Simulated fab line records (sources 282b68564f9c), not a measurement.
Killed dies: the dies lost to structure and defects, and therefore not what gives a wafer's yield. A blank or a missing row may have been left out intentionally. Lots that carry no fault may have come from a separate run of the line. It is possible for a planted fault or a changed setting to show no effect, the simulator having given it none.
Comparing a struck lot with a sound one    flow rit cmos    27 out of 202 route steps
Sound: these wafers, L329.1, L329.2, L329.3. Struck: wafer L337.4 (left out: L337.5, L337.6 of the same lot, which were not struck); the cause appears at the end.
Per side, at each step with rows, come the tool, then ch with its chambers, and then its first start. Under that, the readings that differ: sound wafers    struck wafers    difference of the means    sigmas: that difference in standard deviations of wafers without a fault.
alike: readings with means less than 2 such deviations apart, plus words and numbers identical on both sides. not compared: withheld readings, readings lacking a value on some wafer, bounds such as >300 that could conceal the same value, and numbers that have no deviation in the record and whose values overlap.
The two part at a step that has a row with sigmas, a row that says differs or no value, or rows on one side only. When numbers do not overlap yet have no deviation, they are printed without sigmas and do not part them. A reading that every wafer of one side lacks parts them only if that side has two wafers or more.

first, 1 step without rows for these wafers: RIT_ACTIVE_OXIDATION_01 (target thk 46.8 nm, ox time 3360 s).
RIT_ACTIVE_THK_MEAS_02:
  sound on film metro-02, day 2 18:03; struck on film metro-04, day 4 12:50
  alike: ACTIVE_OXIDE_THK
then, 1 step without rows for these wafers: RIT_ACTIVE_CVD_03 (deposits Si3N4 from SiH2Cl2/NH3, target thk 150 nm, time 1500 s).
RIT_ACTIVE_THK_MEAS_04:
  sound on film metro-01, day 2 20:14; struck on film metro-02, day 4 14:19
  alike: ACTIVE_NITRIDE_THK
then, 6 steps without rows for these wafers: RIT_ACTIVE_HMDS_05 (prime time 60 s); RIT_ACTIVE_COAT_06 (resist thk 1000 nm); RIT_ACTIVE_SOFTBAKE_07 (time 60 s); RIT_ACTIVE_EXPOSE_08 (exposes mask M1, target cd 1400 nm); RIT_ACTIVE_PEB_09; RIT_ACTIVE_DEVELOP_10 (develop time 50 s).
RIT_ACTIVE_CD_MEAS_11: target cd 1400 nm.
  sound on cd sem-02, day 2 21:09; struck on cd sem-01, day 4 15:23
  alike: cd nm
then, 1 step without rows for these wafers: RIT_ACTIVE_HARDBAKE_12 (time 60 s).
RIT_ACTIVE_ETCH_13: etches Si3N4 in SF6, stops on SiO2, time 210 s, target depth 210 nm.
  sound on rie diel-02 ch 0,1,2, day 2 21:25; struck on rie diel-02 ch 2, day 4 15:35
reading                                        sound              struck  difference  sigmas
oes product au (a.u.)                          0.829 0.827 0.833  0.788   -0.042      -3
run length s (s)                               238.0 238.0 237.9  254.8   +16.8       +39
model.NOVOLAK_of_ACTIVE_COAT_06.thk nm (nm)    666.4 655.2 651.5  639.1   -18.6       
model.SiO2_of_ACTIVE_OXIDATION_01.thk nm (nm)  46.65 45.05 46.11  39.17   -6.77       
model.ACTIVE.feature depth nm (nm)             152.4 152.4 151.2  157.4   +5.4        
  alike: drypump motor current A, throttle valve pct
  not compared: rf hours counter h
RIT_ACTIVE_STRIP_14: strips in O2, time 180 s.
  sound on plasma asher-01 ch 0,1, day 2 21:33; struck on plasma asher-04 ch 1, day 4 15:47
  alike: drypump motor current A
  not compared: rf hours counter h
RIT_ACTIVE_CD_MEAS_90: target cd 1400 nm.
  sound on cd sem-01, day 2 21:44; struck on cd sem-01, day 4 15:58
  alike: cd nm
then, 4 steps without rows for these wafers: RIT_ACTIVE_CLEAN_15 (cleans in SC1, time 600 s); RIT_ACTIVE_CLEAN_16 (cleans in dHF, time 30 s); RIT_ACTIVE_CLEAN_17 (cleans in SC2, time 600 s); RIT_FOX1_OXIDATION_00 (target thk 350.7 nm, ox time 1130 s).
RIT_FOX1_THK_MEAS_01:
  sound on film metro-04, day 2 23:34; struck on film metro-03, day 4 19:18
  alike: FOX1_OXIDE_THK
then, 2 steps without rows for these wafers: RIT_FOX1_WET_ETCH_02 (etches SiO2 in BOE, target depth 350 nm, time 390 s); RIT_FOX2_OXIDATION_00 (target thk 350.7 nm, ox time 1130 s).
RIT_FOX2_THK_MEAS_01:
  sound on film metro-03, day 3 01:03; struck on film metro-03, day 4 21:26
  alike: FOX2_OXIDE_THK
then, 1 step without rows for these wafers: RIT_FOX2_CLEAN_02 (cleans in dHF, time 180 s).
RIT_FOX2_WET_ETCH_03: etches Si3N4 in H3PO4, target depth 195 nm, time 2700 s.
  sound on wet bench-02 ch 3, day 3 01:10; struck on wet bench-01 ch 1, day 4 21:31
reading                                        sound             struck  difference  sigmas
bath heat duty pct (%)                         28.9 31.0 29.5    24.3    -5.5        -3
model.SiO2_of_ACTIVE_OXIDATION_01.thk nm (nm)  41.2 39.79 40.72  34.95   -5.62       
  alike: bath guard temp C, run length s
RIT_FOX2_THK_MEAS_90:
  sound on film metro-01, day 3 01:56; struck on film metro-01, day 4 22:18
  alike: FIELD_OXIDE_LEFT_1_THK
RIT_M1_PROBE_99:
  sound on prober-01, day 4 18:07; struck on prober-02, day 6 14:35
  alike: killed at front end, killed dies, killed open, killed short

WHERE THEY PART
At RIT_ACTIVE_ETCH_13 first; at RIT_FOX2_WET_ETCH_03 last (within this record only). Later steps at which nothing parts them and some readings are alike: RIT_FOX2_THK_MEAS_90, RIT_M1_PROBE_99.

WHY: what the simulator had put in
rie diel-02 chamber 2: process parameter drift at RIT_ACTIVE_ETCH_13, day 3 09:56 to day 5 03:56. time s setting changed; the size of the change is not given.
